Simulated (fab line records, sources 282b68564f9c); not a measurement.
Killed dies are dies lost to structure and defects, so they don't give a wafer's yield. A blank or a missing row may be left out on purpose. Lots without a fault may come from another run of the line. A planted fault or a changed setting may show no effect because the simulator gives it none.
One fault seen from 2 desks | flow rit_cmos | each desk has only its own numbers; what lay behind them comes last

THE TOOL OWNER'S DESK: implanter-04
The tool's own readings at RIT_NWELL_IMPLANT_08: means of the sampled wafers that have a number, for each lot that ran on this tool. A lot is out of limits, marked OUT, if its mean lies more than 4 standard deviations from the usual mean; the brackets give that distance.
Columns: A = beam_energy_keV at RIT_NWELL_IMPLANT_08, usual 170.01
lot  | first seen here | A
L274 | day 2 09:29     | 170.00
L276 | day 2 20:20     | 169.97
L279 | day 3 09:52     | 170.03
L282 | day 4 05:13     | 153.06 (-99 or more) OUT
L283 | day 4 09:20     | 153.00 (-99 or more) OUT
This desk's finding: out of limits on L282, L283; first on L282, day 4 05:13 (beam_energy_keV at RIT_NWELL_IMPLANT_08). In limits: L274, L276, L279.

THE METROLOGY DESK
What the gauges read, lot by lot, whatever tool the lot ran on: means of the sampled wafers that have a number. A lot is out of limits, marked OUT, if its mean lies more than 4 standard deviations from the usual mean; the brackets give that distance.
Columns: A = NWELL_TW at RIT_NWELL_TW_MEAS_10, usual 2154
lot  | first seen here | A
L272 | day 2 02:33     | 2160
L273 | day 2 05:01     | 2136
L274 | day 2 09:49     | 2157
L276 | day 2 20:38     | 2139
L277 | day 3 01:11     | 2183
L278 | day 3 07:04     | 2167
L279 | day 3 10:08     | 2174
L282 | day 4 05:32     | 2100
L283 | day 4 09:40     | 2099
L284 | day 4 13:20     | 2159
L285 | day 4 19:51     | 2162
L288 | day 5 07:44     | 2141
L289 | day 5 12:59     | 2138
L291 | day 5 23:17     | 2138
This desk's finding: nothing out of limits on any of the 14 lots.

PUT TOGETHER
The tool owner's desk could have raised an alarm at day 4 05:13, on L282, L283.
The metrology desk saw nothing out of limits.
The metrology desk has L282, L283 on record, within its limits.
Of the lots named, all ran RIT_NWELL_IMPLANT_08 on implanter-04.

WHAT THE SIMULATOR HAD PUT IN
Process parameter drift: implanter-04, from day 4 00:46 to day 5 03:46, at RIT_NWELL_IMPLANT_08. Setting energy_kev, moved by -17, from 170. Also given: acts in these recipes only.
Lots struck among those shown: L282, L283.
Hours from the fault's start to each desk's first reading out of limits: the tool owner's desk, 4.
